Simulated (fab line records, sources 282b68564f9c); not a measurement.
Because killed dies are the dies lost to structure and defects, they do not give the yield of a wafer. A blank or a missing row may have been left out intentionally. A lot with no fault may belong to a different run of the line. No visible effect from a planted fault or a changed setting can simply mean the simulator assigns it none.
What tool caused it?    flow ritCmos    7 lots, 21 wafers sampled, at 2 steps of a route of 202

== WHAT THE GAUGES READ, wafer by wafer ==
RIT_M1_OVL_MEAS_10.
lot   measured     on          M1_OVL (nm)
L626  day 3 21:59  overlay-01  -1.0 1.3 0.8
L628  day 4 06:59  overlay-01  0.8 0.8 1.8
L630  day 4 17:14  overlay-01  -2.2 -2.2 -2.0
L632  day 5 03:10  overlay-02  1.7 2.8 3.9
L634  day 5 13:01  overlay-01  1.8 0.0 0.8
L639  day 6 13:46  overlay-01  3.6 1.7 1.1
L642  day 7 05:04  overlay-02  242.1 241.0 240.6 240.3 240.0 238.2

== TOOL THAT RAN EACH LOT (tool first, then ch and the chambers of the sampled wafers, then the start) ==
lot   RIT_M1_EXPOSE_06
L626  ilineStepper-01 ch 0, day 3 21:26
L628  ilineStepper-02 ch 0, day 4 06:27
L630  ilineStepper-01 ch 0, day 4 16:41
L632  ilineStepper-01 ch 0, day 5 02:39
L634  ilineStepper-01 ch 0, day 5 12:29
L639  ilineStepper-01 ch 0, day 6 13:14
L642  ilineStepper-02 ch 0, day 7 04:31
- RIT_M1_EXPOSE_06: exposes mask M12, target cd 2600 nm.

== THE ANSWER, worked out from the rows above alone ==
Rule: usual is defined by the lots themselves. The widest of any qualifying gaps counts: lots, ordered by their means at a reading, are off when they make up no more than a third of the lots, leave a main group of 4 or more, and stand apart from it by 3 or more times the standard deviation of that group's means. Not used: any main group whose means are identical at the precision the tables above print for the reading. Also off: a lot with no number at a reading for which 4 or more lots have one. Any other lot the step has rows for is counted as sound.
Off: L642, seen at RIT_M1_OVL_MEAS_10 (M1_OVL). Mean 0.9 nm and standard deviation 1.6 in the main group.
If a tool, at a process step before that reading, ran all the lots that are off and no sound lot after the first of them, it fits. The gauges at RIT_M1_OVL_MEAS_10 are tried like those tools. This does not decide it: 2 tools fit, namely ilineStepper-02 at RIT_M1_EXPOSE_06 and overlay-02 at RIT_M1_OVL_MEAS_10.

== WHAT WAS PUT IN BY THE SIMULATOR ==
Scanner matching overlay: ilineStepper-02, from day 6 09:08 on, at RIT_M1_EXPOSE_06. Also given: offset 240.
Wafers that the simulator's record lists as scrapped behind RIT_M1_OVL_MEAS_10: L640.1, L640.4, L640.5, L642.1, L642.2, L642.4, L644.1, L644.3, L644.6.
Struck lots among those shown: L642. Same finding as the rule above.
